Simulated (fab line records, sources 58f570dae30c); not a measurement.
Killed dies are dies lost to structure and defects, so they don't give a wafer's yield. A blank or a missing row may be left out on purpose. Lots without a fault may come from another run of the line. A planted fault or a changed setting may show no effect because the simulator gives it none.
fab line records | flow berkeley_cmos170
record lots=5 wafers=15 last_day=11
route steps=331 shown NSD@196 BACKSIDE@199
lots that met no fault: from a run of the same line without faults
start_h: hours from the record's first day to the start of the lot's first wafer shown | wait_h: hours since the lot's step before | " the same as in the row above | L1.1+2: a row that stands for several wafers | - no value, or no start given | * or withheld: withheld | < > ~ a bound
route shown NAME@n: a module of which the file shows steps, and the number in the route of the first | usual: mean/standard deviation of fault-free wafers | same: alike in all rows | chamber/n: place in a boat | sites: the reading at each site | _std_site: their standard deviation | _edge_site: outer sites' mean less inner sites' | radius_mm: how far each site lies from the wafer's centre | mask NAME#n: copy n | behind: the tool/chamber that last shaped the wafer | hold: why the lot was held/for how many hours/how that ended | device: the transistor (n, p or np) that didn't switch | end of line: the same wafers' tests at the end of the route | a step without rows: its recipe alone | killed: dies lost to structure and defects at the first sort, not the wafer's yield | map: a wafer's dies, x killed, . not, _ none there
set.NAME: the setting as run; set.NAME@STEP: as run at that earlier step | model.NAME: the simulator's own value behind a step, which no gauge read
lots at some steps of the route; a table a step, a row a wafer
services: from which hour (start_h, from the record's first day; less than 0 if before it) a tool's chamber was out of use, for how many hours, and why
## steps
# step UCB170_NSD_STRIP_09
# recipe chemistry=O2 power_w=400 pressure_mtorr=3500 platen_temp_c=withheld o2_flow_sccm=400 overash_fraction=0.5
# usual drypump_motor_current_A=5.6/0.32 oes_product_au=0.536/0.0044 strip_time_to_endpoint_s=36.20/0.069
# columns lot.wafer tool chamber start_h wait_h drypump_motor_current_A oes_product_au rf_hours_counter_h strip_time_to_endpoint_s
L075.4 plasma_asher-01 0 144.51 0.1 5.3 0.530 - 36.20
L075.5 " 1 " " 5.1 0.534 - 36.14
L075.6 " 0 " " 5.3 0.527 - 36.13
L080.2 plasma_asher-02 0 166.60 0.1 5.7 0.537 46 36.18
L080.5 " 1 " " 5.4 0.529 - 36.12
L080.6 " 0 " " 5.7 0.527 - 36.23
L090.1 plasma_asher-04 1 218.91 0.1 6.1 0.534 53 36.20
L090.2 " 0 " " 5.8 0.532 53 36.21
L090.3 " 0 " " 5.7 0.537 - 36.19
L092.1 plasma_asher-02 1 224.64 0.1 5.4 0.532 53 36.24
L092.2 " 0 " " 5.7 0.532 53 36.35
L092.5 " 1 " " 5.4 0.542 - 36.38
L095.2 plasma_asher-01 1 234.57 0.1 5.1 0.533 12 36.18
L095.3 " 1 " " 5.2 0.538 - 36.25
L095.4 " 0 " " 5.3 0.546 - 36.15
# step UCB170_NSD_TW_MEAS_10
# usual NSD_TW=4167/38
# columns lot.wafer tool chamber start_h wait_h NSD_TW
L075.4 film_metro-03 - 144.61 0.1 4189
L075.5 " - " " 4190
L075.6 " - " " 4192
L080.2 film_metro-01 - 166.71 0.1 4209
L080.5 " - " " 4193
L080.6 " - " " 4186
L090.1 film_metro-02 - 219.01 0.1 4128
L090.2 " - " " 4116
L090.3 " - " " 4143
L092.1 film_metro-03 - 224.74 0.1 4226
L092.2 " - " " 4223
L092.5 " - " " 4226
L095.2 film_metro-02 - 234.68 0.1 4128
L095.3 " - " " 4115
L095.4 " - " " 4113
# step UCB170_NSD_CLEAN_11
# recipe chemistry=SPM temp_c=120 time_s=600
# columns lot.wafer tool chamber start_h wait_h
L075.4+5+6 wet_bench-04 1 144.73 0.1
L080.2+5+6 wet_bench-04 2 166.76 0.0
L090.1+2+3 wet_bench-04 2 219.07 0.1
L092.1+2+5 wet_bench-03 2 224.80 0.1
L095.2+3+4 wet_bench-03 1 234.73 0.0
# step UCB170_BACKSIDE_HMDS_00
# recipe prime_time_s=60 prime_temp_c=100
# usual exhaust_pa=44.9/0.9
# columns lot.wafer tool chamber start_h wait_h exhaust_pa
L075.4 litho_track-04 0 144.98 0.1 43.7
L075.5 " 0 " " 43.3
L075.6 " 0 " " 44.6
L080.2 litho_track-03 0 167.45 0.5 44.2
L080.5 " 0 " " 43.8
L080.6 " 0 " " 43.1
L090.1 litho_track-02 0 219.33 0.1 45.3
L090.2 " 0 " " 44.2
L090.3 " 0 " " 44.8
L092.1 litho_track-04 0 225.10 0.1 43.7
L092.2 " 0 " " 45.2
L092.5 " 0 " " 43.5
L095.2 litho_track-03 0 235.00 0.1 46.1
L095.3 " 0 " " 43.9
L095.4 " 0 " " 45.0
# step UCB170_BACKSIDE_COAT_01
# recipe resist=KrF spin_rpm=1500 resist_thk_nm=900
# usual exhaust_pa=44.9/0.92
# columns lot.wafer tool chamber start_h wait_h exhaust_pa
L075.4 litho_track-04 0 145.13 0.1 45.1
L075.5 " 0 " " 45.4
L075.6 " 0 " " 45.4
L080.2 litho_track-03 0 167.60 0.1 46.3
L080.5 " 0 " " 44.9
L080.6 " 0 " " 44.6
L090.1 litho_track-02 0 219.48 0.1 44.2
L090.2 " 0 " " 45.0
L090.3 " 0 " " 44.9
L092.1 litho_track-04 0 225.25 0.1 43.1
L092.2 " 0 " " 45.2
L092.5 " 0 " " 45.1
L095.2 litho_track-03 0 235.15 0.1 43.8
L095.3 " 0 " " 44.3
L095.4 " 0 " " 44.5
# step UCB170_BACKSIDE_SOFTBAKE_02
# recipe resist=KrF temp_c=130 time_s=60
# usual exhaust_pa=44.9/0.73 heater_power_total_W=56.80/0.049 plate_temp_C=130.03/0.14
# columns lot.wafer tool chamber start_h wait_h exhaust_pa heater_power_total_W plate_temp_C
L075.4 litho_track-04 0 145.28 0.1 45.3 56.82 130.10
L075.5 " 0 " " 44.7 56.87 130.07
L075.6 " 0 " " 45.1 56.85 130.09
L080.2 litho_track-03 0 167.75 0.1 45.3 56.74 130.00
L080.5 " 0 " " 43.6 56.77 130.09
L080.6 " 0 " " 45.2 56.73 130.14
L090.1 litho_track-02 0 219.63 0.1 45.0 56.83 130.05
L090.2 " 0 " " 45.5 56.78 130.24
L090.3 " 0 " " 44.9 56.78 130.18
L092.1 litho_track-04 0 225.40 0.1 45.1 56.75 130.35
L092.2 " 0 " " 45.4 56.83 130.21
L092.5 " 0 " " 45.1 56.83 130.20
L095.2 litho_track-03 0 235.30 0.1 43.5 56.86 130.16
L095.3 " 0 " " 43.7 56.84 130.08
L095.4 " 0 " " 44.0 56.82 130.46
# step UCB170_BACKSIDE_STRIP_03
# recipe chemistry=O2 power_w=400 pressure_mtorr=3500 platen_temp_c=withheld o2_flow_sccm=400 overash_fraction=0.5
# usual drypump_motor_current_A=5.7/0.48 oes_product_au=0.735/0.0047 strip_time_to_endpoint_s=21.97/0.061
# columns lot.wafer tool chamber start_h wait_h drypump_motor_current_A oes_product_au rf_hours_counter_h strip_time_to_endpoint_s
L075.4 plasma_asher-01 0 145.39 0.1 5.3 0.738 - 21.90
L075.5 " 0 " " 5.3 0.724 - 21.92
L075.6 " 1 " " 5.2 0.731 - 21.88
L080.2 plasma_asher-03 0 167.88 0.1 6.3 0.738 41 21.99
L080.5 " 0 " " 6.3 0.738 - 22.04
L080.6 " 1 " " 5.1 0.747 - 22.10
L090.1 plasma_asher-03 0 219.78 0.1 6.3 0.728 47 21.97
L090.2 " 1 " " 5.0 0.736 47 21.94
L090.3 " 0 " " 6.3 0.742 - 21.93
L092.1 plasma_asher-04 1 225.55 0.1 6.1 0.732 54 21.99
L092.2 " 0 " " 5.8 0.744 54 21.98
L092.5 " 1 " " 6.1 0.734 - 22.03
L095.2 plasma_asher-01 1 235.43 0.1 5.2 0.743 12 21.99
L095.3 " 0 " " 5.3 0.731 - 21.99
L095.4 " 1 " " 5.2 0.734 - 21.99
# step UCB170_BACKSIDE_CLEAN_04
# recipe chemistry=SPM temp_c=120 time_s=600
# columns lot.wafer tool chamber start_h wait_h
L075.4+5+6 wet_bench-04 3 145.46 0.0
L080.2+5+6 wet_bench-04 0 167.98 0.1
L090.1+2+3 wet_bench-04 3 220.04 0.2
L092.1+2+5 wet_bench-02 0 225.65 0.1
L095.2+3+4 wet_bench-04 3 235.53 0.1
## services
# columns tool chamber start_h hours kind
plasma_asher-04 - 124.88 0.6 repair
wet_bench-04 - 136.41 1.5 repair
plasma_asher-01 - 165.91 4.3 pm
## key
fault none
